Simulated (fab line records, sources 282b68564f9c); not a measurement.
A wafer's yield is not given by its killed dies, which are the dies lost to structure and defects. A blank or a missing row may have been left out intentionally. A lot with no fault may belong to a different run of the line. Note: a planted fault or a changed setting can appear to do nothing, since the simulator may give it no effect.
fab line records	flow ritCmos
record lots=14	wafers=42	lastDay=7
route steps=202 shown NWELL@37 GATE@96 PLDD@120 NSD@141 M1@202
lots that met no fault: from a run of the same line without faults
startH: hours from the record's opening day to when the first of the lot's shown wafers began	waitH: how many hours have passed since the lot's step before this one	" the same as in the row above	L1.1+2: a single row standing in for several wafers	- no value, or no start was given	* or withheld: withheld	< > ~ a bound
route shown NAME@n: a module of which the file shows steps, and the number in the route of the first	usual: mean and standard deviation over wafers with no fault	same: alike in all rows	chamber/n: place in a boat	sites: each site's reading	_std_site: standard deviation across them	_edge_site: outer sites' mean less inner sites'	radiusMm: for every site, how far away it sits from the centre of the wafer	mask NAME#n: copy n	behind: the tool/chamber that last shaped the wafer	hold: the reason the lot was held/the length of the hold in hours/how it ended	device: transistor that didn't switch, given as n, p or np	end of line: tests run on the same wafers once the route is complete	where a step has no rows: the recipe by itself	killed: the dies lost at the first sort to structure and to defects; this is not the yield of the wafer	map: a wafer's dies, x killed, . not, _ none there
set.NAME: the setting as run; set.NAME@STEP: as run at that earlier step	model.NAME: the simulator's own value behind a step, which no gauge read
a sample of lots followed through the steps of the route, with each step as a table and each wafer as a row
services: a tool's chamber out of use, with start hour (startH, from the record's first day; less than 0 if before it), hours out, and reason
## steps
# step RIT_NWELL_STRIP_09
# recipe chemistry=O2	timeS=180	resist=NOVOLAK	platenTempC=withheld	powerW=500	pressureMtorr=4000	o2FlowSccm=4000
# usual drypumpMotorCurrentA=5.5/0.44
lot.wafer	tool	chamber	startH	waitH	drypumpMotorCurrentA	rfHoursCounterH
L480.3	plasmaAsher-01	0	29.12	0.1	5.7	-
L480.5	"	1	"	"	6.0	-
L480.6	"	0	"	"	5.6	-
L482.1	plasmaAsher-04	0	36.58	0.1	5.5	41
L482.2	"	1	"	"	5.0	41
L482.6	"	0	"	"	5.5	-
L483.2	plasmaAsher-01	0	40.93	0.1	5.6	40
L483.3	"	0	"	"	5.6	-
L483.6	"	1	"	"	6.0	-
L485.2	plasmaAsher-04	0	51.50	0.1	5.5	43
L485.3	"	1	"	"	5.0	-
L485.5	"	0	"	"	5.5	-
L486.2	plasmaAsher-04	1	56.51	0.1	5.0	43
L486.3	"	1	"	"	5.0	-
L486.6	"	1	"	"	4.9	-
L487.1	plasmaAsher-01	0	61.97	0.1	5.6	42
L487.2	"	1	"	"	6.0	42
L487.4	"	1	"	"	6.0	-
L488.2	plasmaAsher-01	0	66.80	0.1	5.6	43
L488.3	"	0	"	"	5.6	-
L488.5	"	0	"	"	5.6	-
L489.1	plasmaAsher-03	1	71.16	0.1	5.2	26
L489.4	"	0	"	"	6.3	-
L489.5	"	0	"	"	6.4	-
L490.1	plasmaAsher-04	1	75.86	0.1	5.0	45
L490.3	"	1	"	"	5.0	-
L490.4	"	0	"	"	5.5	-
L494.1	plasmaAsher-04	0	97.39	0.1	5.5	48
L494.3	"	1	"	"	4.9	-
L494.4	"	0	"	"	5.5	-
L495.4	plasmaAsher-03	1	100.81	0.1	5.2	-
L495.5	"	0	"	"	6.4	-
L495.6	"	1	"	"	5.2	-
L497.2	plasmaAsher-04	0	117.01	0.1	5.5	50
L497.4	"	1	"	"	5.0	-
L497.6	"	0	"	"	5.5	-
L499.2	plasmaAsher-04	0	121.44	0.1	5.5	51
L499.4	"	1	"	"	5.0	-
L499.5	"	0	"	"	5.5	-
L501.1	plasmaAsher-04	1	131.10	0.1	5.0	52
L501.2	"	0	"	"	5.4	52
L501.4	"	0	"	"	5.4	-
# step RIT_GATE_STRIP_20
# recipe chemistry=O2	timeS=180	resist=NOVOLAK	platenTempC=withheld	powerW=500	pressureMtorr=4000	o2FlowSccm=4000
# usual drypumpMotorCurrentA=5.6/0.48
lot.wafer	tool	chamber	startH	waitH	drypumpMotorCurrentA	rfHoursCounterH
L480.3	plasmaAsher-01	1	44.64	0.1	6.0	-
L480.5	"	0	"	"	5.6	-
L480.6	"	1	"	"	6.0	-
L482.1	plasmaAsher-03	0	52.15	0.1	6.4	24
L482.2	"	1	"	"	5.2	24
L482.6	"	1	"	"	5.2	-
L483.2	plasmaAsher-01	0	57.47	0.1	5.7	41
L483.3	"	0	"	"	5.7	-
L483.6	"	0	"	"	5.6	-
L485.2	plasmaAsher-04	0	66.78	0.1	5.5	44
L485.3	"	0	"	"	5.5	-
L485.5	"	1	"	"	4.9	-
L486.2	plasmaAsher-01	0	71.97	0.1	5.6	43
L486.3	"	0	"	"	5.6	-
L486.6	"	1	"	"	6.0	-
L487.1	plasmaAsher-04	1	78.62	0.1	5.0	46
L487.2	"	0	"	"	5.5	46
L487.4	"	0	"	"	5.5	-
L488.2	plasmaAsher-01	1	82.79	0.1	6.0	44
L488.3	"	0	"	"	5.6	-
L488.5	"	0	"	"	5.6	-
L489.1	plasmaAsher-04	0	87.14	0.1	5.5	47
L489.4	"	0	"	"	5.5	-
L489.5	"	1	"	"	5.0	-
L490.1	plasmaAsher-03	1	91.38	0.1	5.2	28
L490.3	"	0	"	"	6.4	-
L490.4	"	1	"	"	5.2	-
L494.1	plasmaAsher-04	1	116.00	0.1	5.0	50
L494.3	"	1	"	"	5.0	-
L494.4	"	0	"	"	5.4	-
L495.4	plasmaAsher-03	0	117.22	0.1	6.3	-
L495.5	"	0	"	"	6.3	-
L495.6	"	1	"	"	5.2	-
L497.2	plasmaAsher-04	1	133.29	0.1	4.9	52
L497.4	"	1	"	"	5.0	-
L497.6	"	1	"	"	4.9	-
L499.2	plasmaAsher-04	0	141.48	0.1	5.4	53
L499.4	"	1	"	"	5.0	-
L499.5	"	1	"	"	5.0	-
L501.1	plasmaAsher-03	1	146.63	0.1	5.2	35
L501.2	"	0	"	"	6.3	35
L501.4	"	1	"	"	5.2	-
# step RIT_PLDD_OVL_MEAS_06
# usual PLDD_OVL=1.1/1.4
lot.wafer	tool	chamber	startH	waitH	PLDD_OVL[nm]
L480.3	overlay-02	-	50.27	-	2.4
L480.5	"	-	"	"	-1.0
L480.6	"	-	"	"	1.9
L482.1	overlay-01	-	57.69	-	2.6
L482.2	"	-	"	"	1.3
L482.6	"	-	"	"	4.1
L483.2	overlay-02	-	63.19	-	-0.2
L483.3	"	-	"	"	0.4
L483.6	"	-	"	"	-2.8
L485.2	overlay-02	-	72.58	-	0.1
L485.3	"	-	"	"	-1.2
L485.5	"	-	"	"	-1.4
L486.2	overlay-01	-	77.83	-	3.0
L486.3	"	-	"	"	3.9
L486.6	"	-	"	"	3.1
L487.1	overlay-01	-	84.46	-	1.5
L487.2	"	-	"	"	3.3
L487.4	"	-	"	"	1.2
L488.2	overlay-01	-	88.70	-	2.0
L488.3	"	-	"	"	3.9
L488.5	"	-	"	"	3.9
L489.1	overlay-01	-	92.73	-	1.2
L489.4	"	-	"	"	1.5
L489.5	"	-	"	"	0.7
L490.1	overlay-02	-	98.22	-	1.6
L490.3	"	-	"	"	1.5
L490.4	"	-	"	"	0.7
L494.1	overlay-01	-	122.27	-	0.4
L494.3	"	-	"	"	1.3
L494.4	"	-	"	"	-0.8
L495.4	overlay-01	-	122.85	-	0.7
L495.5	"	-	"	"	0.0
L495.6	"	-	"	"	0.4
L497.2	overlay-01	-	138.98	-	1.8
L497.4	"	-	"	"	-0.4
L497.6	"	-	"	"	3.8
L499.2	overlay-01	-	147.24	-	-0.6
L499.4	"	-	"	"	0.5
L499.5	"	-	"	"	1.1
L501.1	overlay-02	-	152.20	-	3.6
L501.2	"	-	"	"	2.0
L501.4	"	-	"	"	1.2
# step RIT_NSD_TW_MEAS_10
# usual NSD_TW=3098/27
lot.wafer	tool	chamber	startH	waitH	NSD_TW
L480.3	filmMetro-02	-	54.71	0.1	3081
L480.5	"	-	"	"	3079
L480.6	"	-	"	"	3083
L482.1	filmMetro-04	-	64.59	0.1	3133
L482.2	"	-	"	"	3126
L482.6	"	-	"	"	3111
L483.2	filmMetro-02	-	68.64	0.1	3094
L483.3	"	-	"	"	3070
L483.6	"	-	"	"	3090
L485.2	filmMetro-04	-	77.16	0.1	3140
L485.3	"	-	"	"	3147
L485.5	"	-	"	"	3145
L486.2	filmMetro-02	-	82.28	0.1	3065
L486.3	"	-	"	"	3061
L486.6	"	-	"	"	3067
L487.1	filmMetro-04	-	88.92	0.1	3151
L487.2	"	-	"	"	3146
L487.4	"	-	"	"	3138
L488.2	filmMetro-03	-	93.13	0.1	3099
L488.3	"	-	"	"	3077
L488.5	"	-	"	"	3096
L489.1	filmMetro-03	-	97.33	0.1	3077
L489.4	"	-	"	"	3103
L489.5	"	-	"	"	3097
L490.1	filmMetro-02	-	102.66	0.1	3069
L490.3	"	-	"	"	3082
L490.4	"	-	"	"	3071
L494.1	filmMetro-03	-	127.19	0.1	3064
L494.3	"	-	"	"	3072
L494.4	"	-	"	"	3079
L495.4	filmMetro-04	-	127.38	0.1	3149
L495.5	"	-	"	"	3144
L495.6	"	-	"	"	3123
L497.2	filmMetro-03	-	143.65	0.1	3059
L497.4	"	-	"	"	3073
L497.6	"	-	"	"	3061
L499.2	filmMetro-03	-	151.87	0.1	3102
L499.4	"	-	"	"	3084
L499.5	"	-	"	"	3092
L501.1	filmMetro-03	-	157.24	0.1	3074
L501.2	"	-	"	"	3094
L501.4	"	-	"	"	3073
# step RIT_M1_PROBE_99
# usual killedAtContacts=0.1/0.25	killedAtFrontEnd=7.1/2.9	killedDies=7.2/2.9	killedOnRim=2.0/1.3	killedOpen=3.6/1.9	killedShort=3.5/1.9
# same grossDies=264	killed_at_M0_to_M3=0	killed_at_M4_up=0	killedAtBackSide=0	killedAtOther=0
lot.wafer	tool	chamber	startH	waitH	hold	killedAtContacts	killedAtFrontEnd	killedDies	killedOnRim	killedOpen	killedShort
L480.3	prober-01	-	64.33	0.2	-	1	2	3	1	0	3
L480.5	prober-01	-	64.43	0.2	-	0	6	6	2	4	2
L480.6	prober-01	-	64.48	0.2	-	0	8	8	2	3	5
L482.1	prober-01	-	74.26	0.1	-	0	4	4	3	2	2
L482.2	prober-01	-	74.31	0.1	-	0	7	7	2	4	3
L482.6	prober-01	-	74.51	0.2	-	0	3	3	1	1	2
L483.2	prober-02	-	78.51	0.1	-	0	4	4	2	4	0
L483.3	prober-02	-	78.56	0.2	-	0	8	8	4	6	2
L483.6	prober-02	-	78.71	0.2	-	1	8	9	4	4	5
L485.2	prober-02	-	87.01	0.1	-	0	12	12	5	7	5
L485.3	prober-02	-	87.06	0.2	-	0	4	4	1	1	3
L485.5	prober-02	-	87.16	0.2	-	0	10	10	0	4	6
L486.2	prober-01	-	91.58	0.1	-	0	3	3	1	3	0
L486.3	prober-01	-	91.63	0.2	-	0	6	6	1	4	2
L486.6	prober-01	-	91.78	0.2	-	0	9	9	2	5	4
L487.1	prober-01	-	98.12	0.1	-	0	5	5	1	4	1
L487.2	prober-01	-	98.17	0.1	-	0	2	2	1	1	1
L487.4	prober-01	-	98.27	0.2	-	0	4	4	1	0	4
L488.2	prober-02	-	102.50	0.1	-	0	7	7	3	4	3
L488.3	prober-02	-	102.55	0.2	-	0	5	5	2	3	2
L488.5	prober-02	-	102.65	0.2	-	0	4	4	1	3	1
L489.1	prober-01	-	107.65	0.1	-	0	12	12	4	6	6
L489.4	prober-01	-	107.80	0.2	-	1	8	9	2	4	5
L489.5	prober-01	-	107.85	0.2	-	0	5	5	0	3	2
L490.1	prober-02	-	116.32	0.1	-	0	12	12	3	6	6
L490.3	prober-02	-	116.42	0.2	-	0	7	7	2	4	3
L490.4	prober-02	-	116.47	0.2	-	0	6	6	2	3	3
L494.1	prober-02	-	138.00	0.1	-	0	12	12	5	6	6
L494.3	prober-02	-	138.10	0.2	-	0	10	10	1	5	5
L494.4	prober-02	-	138.15	0.2	-	0	11	11	5	5	6
L495.4	prober-01	-	138.15	0.2	-	0	4	4	1	1	3
L495.5	prober-01	-	138.20	0.2	-	0	6	6	1	4	2
L495.6	prober-01	-	138.25	0.2	-	0	5	5	2	3	2
L497.2	prober-01	-	153.72	0.1	awaitDispo/2.0h/release	0	28	28	7	3	4
L497.4	prober-01	-	153.82	0.2	awaitDispo/2.0h/release	0	26	26	5	1	3
L497.6	prober-01	-	153.92	0.2	awaitDispo/2.0h/release	0	29	29	5	3	4
L499.2	prober-01	-	161.19	0.1	awaitDispo/1.8h/release	1	7	8	1	5	3
L499.4	prober-01	-	161.29	0.2	awaitDispo/1.8h/release	0	39	39	9	6	6
L499.5	prober-01	-	161.34	0.2	awaitDispo/1.8h/release	0	30	30	5	4	3
L501.1	prober-02	-	167.98	0.1	-	0	6	6	2	3	3
L501.2	prober-02	-	168.03	0.1	-	0	11	11	4	6	5
L501.4	prober-02	-	168.13	0.2	-	0	3	3	0	1	2
# killed by level:class
L480.3 GATE:geometricParticle:short=2 CONTACT:geometricParticle:short=1
L480.5 FOX1:geometricParticle:open=1 FOX1:geometricParticle:short=1 GATE:geometricParticle:open=1 REOX:geometricParticle:open=1 SPACER:geometricParticle:short=1 SPACER:geometricParticle:open=1
L480.6 REOX:geometricParticle:short=3 REOX:geometricParticle:open=2 FOX1:geometricParticle:short=1 GATE:geometricParticle:open=1 GATE:geometricParticle:short=1
L482.1 FOX1:geometricParticle:open=2 FOX1:geometricParticle:short=1 FOX2:geometricParticle:short=1
L482.2 GATE:geometricParticle:open=4 FOX2:geometricParticle:short=1 GATE:geometricParticle:short=1 REOX:geometricParticle:short=1
L482.6 SILICIDE:geometricParticle:short=2 FOX2:geometricParticle:open=1
L483.2 FOX1:geometricParticle:open=2 GATE:geometricParticle:open=2
L483.3 REOX:geometricParticle:open=3 GATE:geometricParticle:open=2 FOX1:geometricParticle:open=1 FOX1:geometricParticle:short=1 GATE:geometricParticle:short=1
L483.6 GATE:geometricParticle:short=4 GATE:geometricParticle:open=2 FOX1:geometricParticle:short=1 SPACER:geometricParticle:open=1 CONTACT:geometricParticle:open=1
L485.2 SILICIDE:geometricParticle:open=3 SPACER:geometricParticle:short=2 FOX1:geometricParticle:short=1 FOX1:geometricParticle:open=1 FOX2:geometricParticle:open=1 FOX2:geometricParticle:short=1 GATE:geometricParticle:open=1 GATE:geometricParticle:short=1
L485.3 FOX2:geometricParticle:short=2 FOX1:geometricParticle:short=1 FOX2:geometricParticle:open=1
L485.5 GATE:geometricParticle:short=2 GATE:geometricParticle:open=2 SILICIDE:geometricParticle:short=2 FOX2:geometricParticle:short=1 SPACER:geometricParticle:open=1 SPACER:geometricParticle:short=1 SILICIDE:geometricParticle:open=1
L486.2 SPACER:geometricParticle:open=2 REOX:geometricParticle:open=1
L486.3 FOX1:geometricParticle:short=1 GATE:geometricParticle:open=1 GATE:geometricParticle:short=1 REOX:geometricParticle:open=1 SPACER:geometricParticle:open=1 SILICIDE:geometricParticle:open=1
L486.6 GATE:geometricParticle:short=3 GATE:geometricParticle:open=2 FOX1:geometricParticle:open=1 REOX:geometricParticle:open=1 SPACER:geometricParticle:short=1 SILICIDE:geometricParticle:open=1
L487.1 SPACER:geometricParticle:open=2 FOX1:geometricParticle:short=1 FOX1:geometricParticle:open=1 GATE:geometricParticle:open=1
L487.2 FOX1:geometricParticle:open=1 SPACER:geometricParticle:short=1
L487.4 SPACER:geometricParticle:short=2 FOX1:geometricParticle:short=1 GATE:geometricParticle:short=1
L488.2 GATE:geometricParticle:open=2 FOX2:geometricParticle:short=1 GATE:geometricParticle:short=1 REOX:geometricParticle:short=1 SPACER:geometricParticle:open=1 SILICIDE:geometricParticle:open=1
L488.3 REOX:geometricParticle:short=2 FOX1:geometricParticle:open=1 GATE:geometricParticle:open=1 REOX:geometricParticle:open=1
L488.5 FOX1:geometricParticle:open=1 GATE:geometricParticle:open=1 REOX:geometricParticle:open=1 SILICIDE:geometricParticle:short=1
L489.1 GATE:geometricParticle:short=3 GATE:geometricParticle:open=3 REOX:geometricParticle:open=2 SILICIDE:geometricParticle:short=2 FOX2:geometricParticle:short=1 SPACER:geometricParticle:open=1
L489.4 SPACER:geometricParticle:short=3 GATE:geometricParticle:open=2 FOX2:geometricParticle:short=1 REOX:geometricParticle:open=1 SPACER:geometricParticle:open=1 CONTACT:geometricParticle:short=1
L489.5 FOX2:geometricParticle:short=2 FOX2:geometricParticle:open=1 GATE:geometricParticle:open=1 REOX:geometricParticle:open=1
L490.1 GATE:geometricParticle:short=5 GATE:geometricParticle:open=3 REOX:geometricParticle:open=2 REOX:geometricParticle:short=1 SILICIDE:geometricParticle:open=1
L490.3 SILICIDE:geometricParticle:open=2 FOX1:geometricParticle:short=1 FOX2:geometricParticle:open=1 GATE:geometricParticle:short=1 GATE:geometricParticle:open=1 SILICIDE:geometricParticle:short=1
L490.4 GATE:geometricParticle:short=3 GATE:geometricParticle:open=2 SPACER:geometricParticle:open=1
L494.1 REOX:geometricParticle:short=3 FOX2:geometricParticle:open=2 SPACER:geometricParticle:open=2 FOX1:geometricParticle:short=1 FOX1:geometricParticle:open=1 SPACER:geometricParticle:short=1 SILICIDE:geometricParticle:short=1 SILICIDE:geometricParticle:open=1
L494.3 REOX:geometricParticle:short=3 REOX:geometricParticle:open=3 GATE:geometricParticle:short=2 FOX1:geometricParticle:open=1 GATE:geometricParticle:open=1
L494.4 GATE:geometricParticle:short=3 REOX:geometricParticle:open=2 FOX1:geometricParticle:short=1 FOX2:geometricParticle:open=1 GATE:geometricParticle:open=1 REOX:geometricParticle:short=1 SPACER:geometricParticle:short=1 SPACER:geometricParticle:open=1
L495.4 FOX1:geometricParticle:short=1 REOX:geometricParticle:short=1 REOX:geometricParticle:open=1 SILICIDE:geometricParticle:short=1
L495.5 GATE:geometricParticle:open=2 GATE:geometricParticle:short=1 SPACER:geometricParticle:open=1 SILICIDE:geometricParticle:short=1 SILICIDE:geometricParticle:open=1
L495.6 GATE:geometricParticle:open=2 REOX:geometricParticle:short=1 SPACER:geometricParticle:open=1 SPACER:geometricParticle:short=1
L497.2 GATE:unspecified=21 SPACER:geometricParticle:short=2 FOX1:geometricParticle:open=1 FOX1:geometricParticle:short=1 GATE:geometricParticle:short=1 REOX:geometricParticle:open=1 SPACER:geometricParticle:open=1
L497.4 GATE:unspecified=22 GATE:geometricParticle:short=2 GATE:geometricParticle:open=1 SILICIDE:geometricParticle:short=1
L497.6 GATE:unspecified=22 FOX1:geometricParticle:open=2 FOX1:geometricParticle:short=1 GATE:geometricParticle:short=1 SPACER:geometricParticle:short=1 SPACER:geometricParticle:open=1 SILICIDE:geometricParticle:short=1
L499.2 GATE:geometricParticle:open=2 SPACER:geometricParticle:open=2 GATE:geometricParticle:short=1 REOX:geometricParticle:open=1 REOX:geometricParticle:short=1 CONTACT:geometricParticle:short=1
L499.4 GATE:unspecified=27 GATE:geometricParticle:open=4 GATE:geometricParticle:short=3 FOX1:geometricParticle:open=1 REOX:geometricParticle:short=1 REOX:geometricParticle:open=1 SPACER:geometricParticle:short=1 SILICIDE:geometricParticle:short=1
L499.5 GATE:unspecified=23 GATE:geometricParticle:open=2 FOX1:geometricParticle:short=1 FOX2:geometricParticle:open=1 GATE:geometricParticle:short=1 SILICIDE:geometricParticle:open=1 SILICIDE:geometricParticle:short=1
L501.1 FOX2:geometricParticle:short=1 FOX2:geometricParticle:open=1 GATE:geometricParticle:short=1 REOX:geometricParticle:open=1 SPACER:geometricParticle:short=1 SPACER:geometricParticle:open=1
L501.2 GATE:geometricParticle:short=3 FOX1:geometricParticle:open=2 FOX2:geometricParticle:short=2 REOX:geometricParticle:open=2 FOX2:geometricParticle:open=1 SILICIDE:geometricParticle:open=1
L501.4 FOX1:geometricParticle:open=1 GATE:geometricParticle:short=1 SPACER:geometricParticle:short=1
## services
tool	chamber	startH	hours	kind
plasmaAsher-03	-	21.76	15.6	pm
plasmaAsher-01	-	34.24	5.5	repair
plasmaAsher-04	-	52.02	1.9	repair
plasmaAsher-01	-	108.75	9.0	pm
plasmaAsher-01	0	108.75	9.0	ventCycle
plasmaAsher-01	1	108.75	9.0	ventCycle
plasmaAsher-01	0	117.75	-	clean
plasmaAsher-01	1	117.75	-	clean
## key
firstSign step=RIT_M1_PROBE_99	reading=killedAtFrontEnd	direction=up	sigmas=8	usual=7.1	struck=30.4
effect step=RIT_M1_PROBE_99	reading=killedDies	direction=up	sigmas=7.9	usual=7.2	struck=30.4
metAt RIT_GATE_STRIP_20
struckLots L497,L499
struckWafers L497.2,L497.4,L497.6,L499.4,L499.5
testerLeftOut L497,L499
notActingAt RIT_NWELL_STRIP_09,RIT_PLDD_OVL_MEAS_06,RIT_NSD_TW_MEAS_10
onsetBetween 116.00 133.29
fault kind=chamberParticleSource	tool=plasmaAsher-04	chamber=1	onsetH=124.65	steps=RIT_GATE_STRIP_20	ratePerVisitCm2=0.45752	endH=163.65
# testerLeftOut: of these lots the tester's yield and bins aren't shown, on N5 and GAA mostly nor the transistor test; their killed dies are dies lost to structure and defects alone, not to doping, threshold or leakage, so they don't give the yield
